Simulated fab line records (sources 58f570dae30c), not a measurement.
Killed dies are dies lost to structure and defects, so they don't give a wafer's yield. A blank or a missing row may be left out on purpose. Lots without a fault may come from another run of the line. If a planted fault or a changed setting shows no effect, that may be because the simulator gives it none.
The tool behind it: which one? -- flow berkeley_cmos170 -- 18 wafers from 6 lots sampled at 2 of the route's 331 steps

== WHAT THE GAUGES READ, wafer by wafer ==
UCB170_SPACER_THK_MEAS_01.
lot,measured,on,SPACER_TEOS_THK (nm)
L309,day 7 08:36,film_metro-03,370 377 378
L311,day 7 13:04,film_metro-04,377 366 378
L314,day 8 05:32,film_metro-03,377 379 381
L312,day 8 06:08,film_metro-02,381 383 384
L316,day 8 22:27,film_metro-04,382 375 385
L325,day 10 11:10,film_metro-02,374 373 377

== WHAT TOOL EACH LOT RAN ON (gives the tool, then ch and the chambers of the sampled wafers, and finally the start) ==
lot,UCB170_SPACER_CVD_00
L309,"pecvd-03 ch 0,1,2, day 7 08:34"
L311,"pecvd-01 ch 0,2, day 7 13:01"
L314,"pecvd-01 ch 0,1, day 8 05:28"
L312,"pecvd-01 ch 1, day 8 06:04"
L316,"pecvd-03 ch 1,2, day 8 22:25"
L325,"pecvd-01 ch 0,1,2, day 10 11:08"
- UCB170_SPACER_CVD_00: deposits SiO2 from TEOS/O2, target thk 376 nm, time 47 s.

== THE ANSWER, worked out from the rows above alone ==
Rule: usual is defined by the lots themselves. Put in order of their means at a reading, lots are off if they are a third of the lots or fewer, leave a main group of 4 or more, and stand apart from it by a gap of 3 or more times the standard deviation of the main group's means; of several such gaps the widest counts. A main group is skipped when, at the precision printed for the reading in the tables above, its means are all equal. A lot without any number at a reading at which 4 lots or more have one is off too. Any other lot the step has rows for is counted as sound.
None of the lots is off at any reading shown; this tells nothing.

== WHAT THE SIMULATOR PUT IN ==
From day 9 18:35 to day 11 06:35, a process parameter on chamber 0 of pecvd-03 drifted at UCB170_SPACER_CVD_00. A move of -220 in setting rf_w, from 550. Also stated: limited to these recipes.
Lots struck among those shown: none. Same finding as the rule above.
